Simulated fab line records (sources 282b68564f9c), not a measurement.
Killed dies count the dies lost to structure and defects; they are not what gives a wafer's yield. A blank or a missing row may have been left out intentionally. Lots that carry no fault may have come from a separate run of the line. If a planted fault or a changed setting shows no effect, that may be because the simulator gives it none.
fab line records	flow rit_cmos	part 1 of 2: steps 1 to 37 of 38
[record] lots = 5	wafers = 23
route steps=202 shown ACTIVE@7 FOX2@23 NWELL@29 PWELL@40 WELLDRIVE@50 NRETRO@54 PRETRO@72 GATE@78 M1@202
start_h: the number of hours between the record's first day and the start of the first shown wafer of the lot	wait_h: time in hours since the lot's previous step	" repeats the value in the row above	L1.1+2: several wafers, shown together as one row	- no value, or no start given	* or withheld: withheld	< > ~ a bound
route shown NAME@n: names a module that has steps shown in the file, with the first one's number in the route	usual: mean and standard deviation over wafers with no fault	same: alike in all rows	chamber/n: place in a boat	sites: per-site readings	_std_site: standard deviation of those values	_edge_site: mean of outer sites minus mean of inner sites	radius_mm: for every site, how far away it sits from the centre of the wafer	mask NAME#n: copy n	behind: the most recent tool/chamber to have shaped the wafer	hold: why the lot was held/for how many hours/how that ended	device: which transistor (n, p or np) failed to switch	end of line: the same wafers' tests at the end of the route	a step given without rows: its recipe and nothing more	killed: dies lost to structure and defects at the first sort, not the wafer's yield	map: a wafer's dies, x killed, . not, _ none there
set.NAME: the setting the step ran with; set.NAME@STEP: the setting that earlier step ran with	model.NAME: the simulator's own value behind a step, which no gauge read
lots with deliberately changed settings; one table per step, one row per wafer
[[steps]]
[step RIT_ACTIVE_COAT_06]
[recipe] resist = NOVOLAK	spin_rpm = 3250	resist_thk_nm = 1000
lot.wafer	tool	chamber	start_h	wait_h	set.spin_rpm	model.NOVOLAK_of_ACTIVE_COAT_06.thk_nm
L078.2+6	litho_track-04	0	35.06	0.1	3250	1006
L078.3	"	0	"	"	3250	1005
L078.4	"	0	"	"	3250	1007
L078.5	"	0	"	"	3250	1004
L080.2	litho_track-03	0	43.77	0.1	3250	1000
L080.4	"	0	"	"	3250	1001
L080.6	"	0	"	"	3250	999.6
L082.1	litho_track-04	0	53.74	0.1	3493	968.5
L082.2	"	0	"	"	3493	965.4
L082.3	"	0	"	"	3250	999
L082.4	"	0	"	"	3250	999.6
L082.5	"	0	"	"	3250	1002
L083.1	litho_track-04	0	58.74	0.1	3250	999
L083.2	"	0	"	"	3250	998.9
L083.3	"	0	"	"	3250	1001
L083.4	"	0	"	"	3250	999.1
L083.6	"	0	"	"	3250	996.4
L084.2	litho_track-04	0	63.77	0.1	3250	997.6
L084.3	"	0	"	"	3250	1000
L084.4	"	0	"	"	3250	1002
L084.5	"	0	"	"	3426	975.4
L084.6	"	0	"	"	3426	975.5
[step RIT_FOX2_OXIDATION_00]
[recipe] temp_c = 1100	ambient = H2O	target_thk_a = 3507	p_h2o_torr = 720	ox_time_s = 1130
lot.wafer	tool	chamber	start_h	wait_h	set.temp_c	model.SiO2_of_FOX2_OXIDATION_00.thk_nm
L078.2	-	-	-	0.0	1090	326.4
L078.3	"	-	"	"	1090	334.9
L078.4	"	-	"	"	1090	330.8
L078.5	"	-	"	"	1090	335.6
L078.6	"	-	"	"	1090	330.1
L080.2	furnace-01	0	47.03	0.0	1100	336.9
L080.4	"	0	"	"	1100	334.5
L080.6	"	0	"	"	1100	344.1
L082.1	-	-	-	0.0	1071	307.8
L082.2	"	-	"	"	1071	306.8
L082.3	"	-	"	"	1071	301.5
L082.4	"	-	"	"	1071	304.3
L082.5	"	-	"	"	1071	308.6
L083.1	-	-	-	0.0	1100	351.4
L083.2	"	-	"	"	1100	348.1
L083.3	"	-	"	"	1100	348.8
L083.4	"	-	"	"	1100	351.2
L083.6	"	-	"	"	1100	351.5
L084.2	-	-	-	0.0	1083	316.8
L084.3	"	-	"	"	1083	319.2
L084.4	"	-	"	"	1083	318.9
L084.5	"	-	"	"	1083	326.1
L084.6	"	-	"	"	1083	321.8
[step RIT_FOX2_THK_MEAS_01]
[recipe] reads = SiO2_of_FOX2_OXIDATION_00
[usual] FOX2_OXIDE_THK = 347/6.1
lot.wafer	tool	chamber	start_h	wait_h	set.temp_c@FOX2_OXIDATION_00	FOX2_OXIDE_THK[nm]
L078.2	film_metro-03	-	-	-	1090	326
L078.3	"	-	"	"	1090	335
L078.4	"	-	"	"	1090	331
L078.5	"	-	"	"	1090	335
L078.6	"	-	"	"	1090	330
L080.2	film_metro-03	-	48.35	0.0	1100	337
L080.4	"	-	"	"	1100	335
L080.6	"	-	"	"	1100	344
L082.1	film_metro-04	-	-	-	1071	308
L082.2	"	-	"	"	1071	307
L082.3	"	-	"	"	1071	301
L082.4	"	-	"	"	1071	304
L082.5	"	-	"	"	1071	309
L083.1	film_metro-04	-	-	-	1100	351
L083.2	"	-	"	"	1100	348
L083.3	"	-	"	"	1100	349
L083.4	"	-	"	"	1100	351
L083.6	"	-	"	"	1100	351
L084.2	film_metro-04	-	-	-	1083	317
L084.3	"	-	"	"	1083	319
L084.4	"	-	"	"	1083	319
L084.5	"	-	"	"	1083	326
L084.6	"	-	"	"	1083	322
[step RIT_FOX2_CLEAN_02]
[recipe] chemistry = dHF	dilution = 50:1	time_s = 180
[step RIT_FOX2_WET_ETCH_03]
[recipe] chemistry = H3PO4	target = Si3N4	target_depth_nm = 195	temp_c = 165	time_s = 2700
[step RIT_FOX2_THK_MEAS_90]
[recipe] reads = SiO2_of_FOX2_OXIDATION_00
[usual] FIELD_OXIDE_LEFT_1_THK = 319/6.1
lot.wafer	tool	chamber	start_h	wait_h	set.temp_c@FOX2_OXIDATION_00	FIELD_OXIDE_LEFT_1_THK[nm]
L078.2	film_metro-04	-	40.62	0.0	1090	299
L078.3	"	-	"	"	1090	307
L078.4	"	-	"	"	1090	303
L078.5	"	-	"	"	1090	308
L078.6	"	-	"	"	1090	302
L080.2	film_metro-03	-	49.23	0.0	1100	309
L080.4	"	-	"	"	1100	307
L080.6	"	-	"	"	1100	317
L082.1	film_metro-04	-	59.23	0.0	1071	281
L082.2	"	-	"	"	1071	280
L082.3	"	-	"	"	1071	275
L082.4	"	-	"	"	1071	277
L082.5	"	-	"	"	1071	282
L083.1	film_metro-03	-	64.19	0.0	1100	324
L083.2	"	-	"	"	1100	320
L083.3	"	-	"	"	1100	321
L083.4	"	-	"	"	1100	323
L083.6	"	-	"	"	1100	324
L084.2	film_metro-02	-	69.70	0.0	1083	290
L084.3	"	-	"	"	1083	292
L084.4	"	-	"	"	1083	292
L084.5	"	-	"	"	1083	299
L084.6	"	-	"	"	1083	294
[step RIT_NWELL_COAT_01]
[recipe] resist = NOVOLAK	spin_rpm = 2000	resist_thk_nm = 1300
lot.wafer	tool	chamber	start_h	wait_h	set.resist_thk_nm	model.NOVOLAK_of_NWELL_COAT_01.thk_nm
L078.2+4	litho_track-02	0	40.84	0.1	1300	1296
L078.3	"	0	"	"	1300	1300
L078.5	"	0	"	"	1300	1297
L078.6	"	0	"	"	1300	1298
L080.2+6	litho_track-03	0	49.46	0.1	1300	1297
L080.4	"	0	"	"	1300	1298
L082.1+2	litho_track-04	0	59.44	0.1	1223	1226
L082.3	"	0	"	"	1223	1225
L082.4+5	"	0	"	"	1300	1302
L083.1	litho_track-03	0	64.52	0.1	1300	1301
L083.2+3+6	"	0	"	"	1300	1299
L083.4	"	0	"	"	1300	1296
L084.2	litho_track-04	0	70.01	0.1	1300	1304
L084.3	"	0	"	"	1322	1324
L084.4	"	0	"	"	1300	1303
L084.5	"	0	"	"	1322	1330
L084.6	"	0	"	"	1300	1305
[step RIT_NWELL_SOFTBAKE_02]
[recipe] resist = NOVOLAK	temp_c = 90	time_s = 60
[step RIT_NWELL_EXPOSE_03]
[recipe] mask_id = M2	na = 0.57	target_cd_nm = 43900	dose_mj = 250
[step RIT_NWELL_DEVELOP_05]
[recipe] resist = NOVOLAK	develop_time_s = 68	dev_temp_c = 23
[step RIT_NWELL_HARDBAKE_07]
[recipe] resist = NOVOLAK	temp_c = 140	time_s = 120
lot.wafer	tool	chamber	start_h	wait_h	set.resist_thk_nm@NWELL_COAT_01	model.NOVOLAK_of_NWELL_COAT_01.thk_nm
L078.2	litho_track-04	0	41.63	0.1	1300	1134
L078.3	"	0	"	"	1300	1137
L078.4	"	0	"	"	1300	1133
L078.5+6	"	0	"	"	1300	1135
L080.2+6	litho_track-04	0	50.45	0.1	1300	1134
L080.4	"	0	"	"	1300	1135
L082.1+2+3	litho_track-03	0	60.20	0.0	1223	1073
L082.4+5	"	0	"	"	1300	1138
L083.1	litho_track-02	0	65.28	0.0	1300	1138
L083.2+3+6	"	0	"	"	1300	1136
L083.4	"	0	"	"	1300	1133
L084.2+4	litho_track-02	0	70.79	0.1	1300	1140
L084.3	"	0	"	"	1322	1158
L084.5	"	0	"	"	1322	1162
L084.6	"	0	"	"	1300	1141
[step RIT_NWELL_IMPLANT_08]
[recipe] species = P	energy_kev = 170	dose_cm2 = 5e+13	tilt_deg = 7
lot.wafer	tool	chamber	start_h	wait_h	set.dose_cm2
L078.2+3+4	implanter-01	0	41.86	0.2	5e+13
L078.5+6	"	0	"	"	4.843e+13
L080.2+4+6	implanter-01	0	50.68	0.2	5e+13
L082.1+3+5	implanter-03	0	60.45	0.2	5e+13
L082.2+4	"	0	"	"	5.115e+13
L083.1+2+3	implanter-03	0	65.53	0.2	5e+13
L083.4+6	"	0	"	"	4.681e+13
L084.2+5	implanter-03	0	71.03	0.2	5.218e+13
L084.3+4+6	"	0	"	"	5e+13
[step RIT_NWELL_STRIP_09]
[recipe] chemistry = O2	time_s = 180	resist = NOVOLAK	platen_temp_c = withheld	power_w = 500	pressure_mtorr = 4000	o2_flow_sccm = 4000
[step RIT_NWELL_TW_MEAS_10]
[usual] NWELL_TW = 2124/21
lot.wafer	tool	chamber	start_h	wait_h	set.dose_cm2@NWELL_IMPLANT_08	NWELL_TW
L078.2	film_metro-04	-	42.17	0.1	5e+13	2132
L078.3	"	-	"	"	5e+13	2139
L078.4	"	-	"	"	5e+13	2144
L078.5	"	-	"	"	4.843e+13	2117
L078.6	"	-	"	"	4.843e+13	2112
L080.2	film_metro-04	-	50.99	0.1	5e+13	2138
L080.4	"	-	"	"	5e+13	2142
L080.6	"	-	"	"	5e+13	2145
L082.1	film_metro-02	-	60.78	0.1	5e+13	2102
L082.2	"	-	"	"	5.115e+13	2117
L082.3	"	-	"	"	5e+13	2095
L082.4	"	-	"	"	5.115e+13	2113
L082.5	"	-	"	"	5e+13	2098
L083.1	film_metro-04	-	65.86	0.1	5e+13	2147
L083.2	"	-	"	"	5e+13	2139
L083.3	"	-	"	"	5e+13	2136
L083.4	"	-	"	"	4.681e+13	2091
L083.6	"	-	"	"	4.681e+13	2094
L084.2	film_metro-02	-	71.37	0.2	5.218e+13	2128
L084.3	"	-	"	"	5e+13	2095
L084.4	"	-	"	"	5e+13	2106
L084.5	"	-	"	"	5.218e+13	2140
L084.6	"	-	"	"	5e+13	2094
[step RIT_PWELL_COAT_01]
[recipe] resist = NOVOLAK	spin_rpm = 2000	resist_thk_nm = 1300
lot.wafer	tool	chamber	start_h	wait_h	set.spin_rpm	model.NOVOLAK_of_PWELL_COAT_01.thk_nm
L078.2	litho_track-02	0	42.39	0.1	2098	1276
L078.3	"	0	"	"	2098	1274
L078.4	"	0	"	"	2000	1305
L078.5	"	0	"	"	2000	1303
L078.6	"	0	"	"	2098	1273
L080.2	litho_track-02	0	51.21	0.1	2000	1300
L080.4	"	0	"	"	2000	1303
L080.6	"	0	"	"	2000	1296
L082.1	litho_track-02	0	60.99	0.1	2000	1304
L082.2	"	0	"	"	2000	1302
L082.3	"	0	"	"	2000	1303
L082.4	"	0	"	"	2000	1305
L082.5	"	0	"	"	2000	1300
L083.1	litho_track-01	0	66.07	0.1	2000	1305
L083.2	"	0	"	"	2000	1303
L083.3+4	"	0	"	"	1901	1334
L083.6	"	0	"	"	1901	1331
L084.2	litho_track-01	0	71.60	0.1	1904	1335
L084.3	"	0	"	"	1904	1334
L084.4	"	0	"	"	2000	1303
L084.5	"	0	"	"	1904	1338
L084.6	"	0	"	"	2000	1301
[step RIT_PWELL_SOFTBAKE_02]
[recipe] resist = NOVOLAK	temp_c = 90	time_s = 60
[step RIT_PWELL_EXPOSE_03]
[recipe] mask_id = M3	na = 0.57	target_cd_nm = 43700	dose_mj = 250
[step RIT_PWELL_DEVELOP_05]
[recipe] resist = NOVOLAK	develop_time_s = 68	dev_temp_c = 23
[step RIT_PWELL_HARDBAKE_07]
[recipe] resist = NOVOLAK	temp_c = 140	time_s = 120
lot.wafer	tool	chamber	start_h	wait_h	set.spin_rpm@PWELL_COAT_01	model.NOVOLAK_of_PWELL_COAT_01.thk_nm
L078.2	litho_track-01	0	43.18	0.1	2098	1117
L078.3	"	0	"	"	2098	1115
L078.4	"	0	"	"	2000	1141
L078.5	"	0	"	"	2000	1139
L078.6	"	0	"	"	2098	1114
L080.2	litho_track-02	0	52.00	0.1	2000	1137
L080.4	"	0	"	"	2000	1140
L080.6	"	0	"	"	2000	1134
L082.1+4	litho_track-04	0	61.75	0.0	2000	1141
L082.2+3	"	0	"	"	2000	1139
L082.5	"	0	"	"	2000	1137
L083.1	litho_track-04	0	66.96	0.0	2000	1141
L083.2	"	0	"	"	2000	1140
L083.3+4	"	0	"	"	1901	1166
L083.6	"	0	"	"	1901	1164
L084.2	litho_track-01	0	72.38	0.1	1904	1167
L084.3	"	0	"	"	1904	1166
L084.4	"	0	"	"	2000	1139
L084.5	"	0	"	"	1904	1170
L084.6	"	0	"	"	2000	1138
[step RIT_PWELL_IMPLANT_08]
[recipe] species = B	energy_kev = 170	dose_cm2 = 7e+13	tilt_deg = 7
[step RIT_PWELL_STRIP_09]
[recipe] chemistry = O2	time_s = 180	resist = NOVOLAK	platen_temp_c = withheld	power_w = 500	pressure_mtorr = 4000	o2_flow_sccm = 4000
[step RIT_WELLDRIVE_ANNEAL_00]
[recipe] temp_c = 1100	time_s = 14700	ambient = N2
[step RIT_WELLDRIVE_RS_MEAS_01]
[recipe] thk_meas_gauge = four-point-probe
[usual] NWELL_RS = 275.9/0.73
lot.wafer	tool	chamber	start_h	wait_h	set.dose_cm2@NWELL_IMPLANT_08	NWELL_RS[ohm/sq]
L078.2	film_metro-04	-	48.87	0.0	5e+13	275.4
L078.3	"	-	"	"	5e+13	275.1
L078.4	"	-	"	"	5e+13	275.6
L078.5	"	-	"	"	4.843e+13	280.4
L078.6	"	-	"	"	4.843e+13	280.6
L080.2	film_metro-02	-	57.69	0.0	5e+13	276.3
L080.4	"	-	"	"	5e+13	276.1
L080.6	"	-	"	"	5e+13	275.8
L082.1	film_metro-02	-	68.21	0.0	5e+13	275.6
L082.2	"	-	"	"	5.115e+13	270.6
L082.3	"	-	"	"	5e+13	275.8
L082.4	"	-	"	"	5.115e+13	271.5
L082.5	"	-	"	"	5e+13	275.3
L083.1	film_metro-04	-	72.68	0.0	5e+13	275.9
L083.2	"	-	"	"	5e+13	276.2
L083.3	"	-	"	"	5e+13	276.2
L083.4	"	-	"	"	4.681e+13	287.0
L083.6	"	-	"	"	4.681e+13	287.2
L084.2	film_metro-04	-	78.08	0.0	5.218e+13	269.4
L084.3	"	-	"	"	5e+13	276.9
L084.4	"	-	"	"	5e+13	277.1
L084.5	"	-	"	"	5.218e+13	269.2
L084.6	"	-	"	"	5e+13	277.0
[step RIT_NRETRO_COAT_01]
[recipe] resist = NOVOLAK	spin_rpm = 2000	resist_thk_nm = 1300
lot.wafer	tool	chamber	start_h	wait_h	set.resist_thk_nm	model.NOVOLAK_of_NRETRO_COAT_01.thk_nm
L078.2	litho_track-02	0	49.27	0.1	1368	1373
L078.3	"	0	"	"	1300	1307
L078.4+6	"	0	"	"	1300	1303
L078.5	"	0	"	"	1368	1370
L080.2	litho_track-01	0	58.09	0.1	1300	1306
L080.4	"	0	"	"	1300	1305
L080.6	"	0	"	"	1300	1304
L082.1+4	litho_track-03	0	68.60	0.1	1300	1298
L082.2+5	"	0	"	"	1300	1301
L082.3	"	0	"	"	1300	1299
L083.1	litho_track-01	0	73.07	0.1	1230	1228
L083.2+6	"	0	"	"	1300	1302
L083.3	"	0	"	"	1230	1231
L083.4	"	0	"	"	1230	1230
L084.2+6	litho_track-01	0	78.47	0.1	1300	1295
L084.3+4	"	0	"	"	1278	1274
L084.5	"	0	"	"	1300	1300
[step RIT_NRETRO_SOFTBAKE_02]
[recipe] resist = NOVOLAK	temp_c = 90	time_s = 60
[step RIT_NRETRO_EXPOSE_03]
[recipe] mask_id = M4	na = 0.57	target_cd_nm = 43900	dose_mj = 250
[step RIT_NRETRO_DEVELOP_05]
[recipe] resist = NOVOLAK	develop_time_s = 68	dev_temp_c = 23
[step RIT_NRETRO_HARDBAKE_07]
[recipe] resist = NOVOLAK	temp_c = 140	time_s = 120
lot.wafer	tool	chamber	start_h	wait_h	set.resist_thk_nm@NRETRO_COAT_01	model.NOVOLAK_of_NRETRO_COAT_01.thk_nm
L078.2	litho_track-03	0	50.11	0.1	1368	1200
L078.3	"	0	"	"	1300	1143
L078.4+6	"	0	"	"	1300	1140
L078.5	"	0	"	"	1368	1197
L080.2+4	litho_track-03	0	58.87	0.1	1300	1142
L080.6	"	0	"	"	1300	1140
L082.1+4	litho_track-01	0	69.49	0.0	1300	1135
L082.2+5	"	0	"	"	1300	1138
L082.3	"	0	"	"	1300	1136
L083.1	litho_track-01	0	73.96	0.0	1230	1074
L083.2	"	0	"	"	1300	1138
L083.3	"	0	"	"	1230	1078
L083.4	"	0	"	"	1230	1076
L083.6	"	0	"	"	1300	1139
L084.2	litho_track-03	0	79.26	0.1	1300	1132
L084.3+4	"	0	"	"	1278	1114
L084.5	"	0	"	"	1300	1136
L084.6	"	0	"	"	1300	1133
[step RIT_NRETRO_IMPLANT_08]
[recipe] species = P	energy_kev = 70	dose_cm2 = 1e+13	tilt_deg = 7
lot.wafer	tool	chamber	start_h	wait_h	set.energy_kev	model.implant.rp_nm	model.implant.drp_nm
L078.2+4	implanter-02	0	50.37	0.2	70	86.61	33.94
L078.3+5+6	"	0	"	"	66.62	82.31	32.53
L080.2+4+6	implanter-04	0	59.10	0.2	70	86.08	33.94
L082.1+5	implanter-01	0	69.74	0.2	71.96	87.62	34.74
L082.2+3+4	"	0	"	"	70	85.17	33.94
L083.1+2+6	implanter-01	0	74.21	0.2	70	85.87	33.94
L083.3+4	"	0	"	"	72.95	89.59	35.14
L084.2+4+5	implanter-04	0	79.49	0.2	70	83.62	33.94
L084.3+6	"	0	"	"	65.95	78.65	32.25
[step RIT_NRETRO_STRIP_09]
[recipe] chemistry = O2	time_s = 180	resist = NOVOLAK	platen_temp_c = withheld	power_w = 500	pressure_mtorr = 4000	o2_flow_sccm = 4000
[step RIT_NRETRO_TW_MEAS_10]
[usual] NRETRO_TW = 1031/4
lot.wafer	tool	chamber	start_h	wait_h	set.energy_kev@NRETRO_IMPLANT_08	NRETRO_TW
L078.2	film_metro-02	-	50.81	0.1	70	1026
L078.3	"	-	"	"	66.62	1020
L078.4	"	-	"	"	70	1031
L078.5	"	-	"	"	66.62	1018
L078.6	"	-	"	"	66.62	1020
L080.2	film_metro-03	-	59.41	0.1	70	1030
L080.4	"	-	"	"	70	1033
L080.6	"	-	"	"	70	1023
L082.1	film_metro-02	-	70.07	0.1	71.96	1032
L082.2	"	-	"	"	70	1027
L082.3	"	-	"	"	70	1031
L082.4	"	-	"	"	70	1025
L082.5	"	-	"	"	71.96	1035
L083.1	film_metro-02	-	74.53	0.1	70	1035
L083.2	"	-	"	"	70	1029
L083.3	"	-	"	"	72.95	1047
L083.4	"	-	"	"	72.95	1050
L083.6	"	-	"	"	70	1037
L084.2	film_metro-02	-	79.80	0.1	70	1035
L084.3	"	-	"	"	65.95	1018
L084.4	"	-	"	"	70	1038
L084.5	"	-	"	"	70	1030
L084.6	"	-	"	"	65.95	1020
[step RIT_PRETRO_IMPLANT_08]
[recipe] species = B	energy_kev = 45	dose_cm2 = 1.2e+13	tilt_deg = 7
lot.wafer	tool	chamber	start_h	wait_h	set.energy_kev	model.implant.rp_nm	model.implant.drp_nm
L078.2+5+6	implanter-03	0	52.13	0.2	45	147.7	55.07
L078.3+4	"	0	"	"	43.26	142.3	53.79
L080.2+4+6	implanter-02	0	60.66	0.2	45	143.3	55.07
L082.1+3	implanter-04	0	71.29	0.2	45	145.1	55.07
L082.2+4+5	"	0	"	"	47.57	152.9	56.9
L083.1+4+6	implanter-04	0	75.76	0.2	45	150.4	55.07
L083.2+3	"	0	"	"	44.21	147.9	54.49
L084.2+3+4	implanter-03	0	81.04	0.2	45	145.5	55.07
L084.5+6	"	0	"	"	43.21	140	53.75
[step RIT_PRETRO_STRIP_09]
[recipe] chemistry = O2	time_s = 180	resist = NOVOLAK	platen_temp_c = withheld	power_w = 500	pressure_mtorr = 4000	o2_flow_sccm = 4000
[step RIT_GATE_CLEAN_03]
[recipe] chemistry = SC2	mix = 3:3:50	time_s = 600	temp_c = 75	dry = n2_spin
[step RIT_GATE_CLEAN_04]
[recipe] chemistry = dHF	dilution = 50:1	time_s = 60	dry = n2_spin
[step RIT_FOX2_THK_MEAS_91]
[recipe] reads = SiO2_of_FOX2_OXIDATION_00
[usual] FIELD_OXIDE_LEFT_2_THK = 251/6.2
lot.wafer	tool	chamber	start_h	wait_h	set.temp_c@FOX2_OXIDATION_00	FIELD_OXIDE_LEFT_2_THK[nm]
L078.2	film_metro-03	-	52.93	0.0	1090	230
L078.3	"	-	"	"	1090	239
L078.4	"	-	"	"	1090	235
L078.5	"	-	"	"	1090	239
L078.6	"	-	"	"	1090	234
L080.2	film_metro-04	-	61.44	0.0	1100	241
L080.4	"	-	"	"	1100	239
L080.6	"	-	"	"	1100	249
L082.1	film_metro-02	-	72.11	0.0	1071	213
L082.2	"	-	"	"	1071	212
L082.3	"	-	"	"	1071	206
L082.4	"	-	"	"	1071	209
L082.5	"	-	"	"	1071	214
L083.1	film_metro-02	-	76.56	0.0	1100	256
L083.2	"	-	"	"	1100	252
L083.3	"	-	"	"	1100	253
L083.4	"	-	"	"	1100	255
L083.6	"	-	"	"	1100	256
L084.2	film_metro-02	-	81.85	0.0	1083	221
L084.3	"	-	"	"	1083	223
L084.4	"	-	"	"	1083	223
L084.5	"	-	"	"	1083	230
L084.6	"	-	"	"	1083	226
[step RIT_GATE_DEVELOP_15]
[recipe] resist = NOVOLAK	develop_time_s = 50	dev_temp_c = 23
lot.wafer	tool	chamber	start_h	wait_h	set.dev_temp_c
L078.2+6	litho_track-03	0	-	-	23
L078.3+4+5	"	0	"	"	21.74
L080.2+4+6	litho_track-02	0	-	-	23
L082.1+3+4	litho_track-02	0	-	-	23
L082.2+5	"	0	"	"	25.03
L083.1+4	litho_track-02	0	-	-	23
L083.2+3+6	"	0	"	"	25.04
L084.2+4+6	litho_track-04	0	-	-	24.45
L084.3+5	"	0	"	"	23
[[key]]
[split] step = RIT_ACTIVE_COAT_06	setting = spin_rpm	stated = 3250	by = wafer
[response] step = RIT_ACTIVE_COAT_06	reading = model.NOVOLAK_of_ACTIVE_COAT_06.thk_nm	change = -4.48	per = 1%	r = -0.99
[split] step = RIT_FOX2_OXIDATION_00	setting = temp_c	stated = 1100	by = lot
[response] step = RIT_FOX2_OXIDATION_00	reading = model.SiO2_of_FOX2_OXIDATION_00.thk_nm	change = +15.3	per = 1%	r = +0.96
[response] step = RIT_FOX2_THK_MEAS_01	reading = FOX2_OXIDE_THK	change = +15.3	per = 1%	r = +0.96
[response] step = RIT_FOX2_THK_MEAS_90	reading = FIELD_OXIDE_LEFT_1_THK	change = +15	per = 1%	r = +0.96
[response] step = RIT_FOX2_THK_MEAS_91	reading = FIELD_OXIDE_LEFT_2_THK	change = +15.1	per = 1%	r = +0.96
[split] step = RIT_NWELL_COAT_01	setting = resist_thk_nm	stated = 1300	by = wafer
[response] step = RIT_NWELL_COAT_01	reading = model.NOVOLAK_of_NWELL_COAT_01.thk_nm	change = +12.9	per = 1%	r = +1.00
[response] step = RIT_NWELL_HARDBAKE_07	reading = model.NOVOLAK_of_NWELL_COAT_01.thk_nm	change = +11.1	per = 1%	r = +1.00
[split] step = RIT_NWELL_IMPLANT_08	setting = dose_cm2	stated = 5e+13	by = wafer
[response] step = RIT_NWELL_TW_MEAS_10	reading = NWELL_TW	change = +7.71	per = 1%	r = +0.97
[response] step = RIT_WELLDRIVE_RS_MEAS_01	reading = NWELL_RS	change = -1.74	per = 1%	r = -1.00
[split] step = RIT_PWELL_COAT_01	setting = spin_rpm	stated = 2000	by = wafer
[response] step = RIT_PWELL_COAT_01	reading = model.NOVOLAK_of_PWELL_COAT_01.thk_nm	change = -6.29	per = 1%	r = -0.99
[response] step = RIT_PWELL_HARDBAKE_07	reading = model.NOVOLAK_of_PWELL_COAT_01.thk_nm	change = -5.41	per = 1%	r = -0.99
[split] step = RIT_NRETRO_COAT_01	setting = resist_thk_nm	stated = 1300	by = wafer
[response] step = RIT_NRETRO_COAT_01	reading = model.NOVOLAK_of_NRETRO_COAT_01.thk_nm	change = +13.1	per = 1%	r = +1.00
[response] step = RIT_NRETRO_HARDBAKE_07	reading = model.NOVOLAK_of_NRETRO_COAT_01.thk_nm	change = +11.3	per = 1%	r = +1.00
[split] step = RIT_NRETRO_IMPLANT_08	setting = energy_kev	stated = 70	by = wafer
[response] step = RIT_NRETRO_IMPLANT_08	reading = model.implant.rp_nm	change = +0.874	per = 1%	r = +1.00
[response] step = RIT_NRETRO_IMPLANT_08	reading = model.implant.drp_nm	change = +0.289	per = 1%	r = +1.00
[response] step = RIT_NRETRO_TW_MEAS_10	reading = NRETRO_TW	change = +2.61	per = 1%	r = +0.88
[split] step = RIT_PRETRO_IMPLANT_08	setting = energy_kev	stated = 45	by = wafer
[response] step = RIT_PRETRO_IMPLANT_08	reading = model.implant.rp_nm	change = +1.38	per = 1%	r = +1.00
[response] step = RIT_PRETRO_IMPLANT_08	reading = model.implant.drp_nm	change = +0.326	per = 1%	r = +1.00
[split] step = RIT_GATE_DEVELOP_15	setting = dev_temp_c	stated = 23	by = wafer
[response] step = RIT_M1_PROBE_99	reading = model.etest.pmos_turned.r_on_ohm_um	change = +31.9	per = 1%	r = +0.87
[response] step = RIT_M1_PROBE_99	reading = model.etest.pmos_0p15.r_on_ohm_um	change = +30.8	per = 1%	r = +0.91
[response] step = RIT_M1_PROBE_99	reading = model.etest.nmos_0p15.r_on_ohm_um	change = +8.87	per = 1%	r = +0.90
